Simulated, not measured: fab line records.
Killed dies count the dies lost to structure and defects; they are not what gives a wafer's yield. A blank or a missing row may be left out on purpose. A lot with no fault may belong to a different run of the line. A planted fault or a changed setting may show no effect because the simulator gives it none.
2 desks, one fault	flow berkeleyCmos170	what lay behind the numbers comes last; until then each desk has only its own

## DESK OF THE TOOL OWNER: lithoTrack-02
The tool's own readings at UCB170_NWELL_DEVELOP_11 (develop time 45 s): means of the sampled wafers that have a number, for each lot that ran on this tool. A lot is out of limits, marked OUT, if its mean lies more than 4 standard deviations from the usual mean; the brackets give that distance.
Columns: A = chillPlateTempC at UCB170_NWELL_DEVELOP_11, usual 22.99 C
lot	first seen here	A
L547	day 3 01:00	22.97
This desk's finding: nothing out of limits on the one lot.

## METROLOGY DESK
What the gauges read, lot by lot, whatever tool the lot ran on: means of the sampled wafers that have a number. A lot is out of limits, marked OUT, if its mean lies more than 4 standard deviations from the usual mean; the brackets give that distance.
Columns: A = NWELL_OXIDE_THK at UCB170_NWELL_THK_MEAS_02, usual 26.2 nm; B = NWELL_NITRIDE_THK at UCB170_NWELL_THK_MEAS_05, usual 225.7 nm; C = NWELL_OVL at UCB170_NWELL_OVL_MEAS_12, usual -1 nm
lot	first seen here	A	B	C
L547	day 2 16:19	25.9	227.6	3
L549	day 2 23:52	25.8	223.8	-5
L560	day 5 05:40	26.7	225.2	-
L561	day 5 09:50	27.1	223.6	-
L566	day 6 06:40	26.7	222.7	-2
L567	day 6 15:25	26.1	226.0	-2
This desk's verdict: no lot among the 6 shows anything out of limits.

## TAKEN TOGETHER
The desk of the tool owner found nothing out of limits.
Metrology desk: nothing out of limits seen.

## WHAT HAD BEEN PUT IN BY THE SIMULATOR
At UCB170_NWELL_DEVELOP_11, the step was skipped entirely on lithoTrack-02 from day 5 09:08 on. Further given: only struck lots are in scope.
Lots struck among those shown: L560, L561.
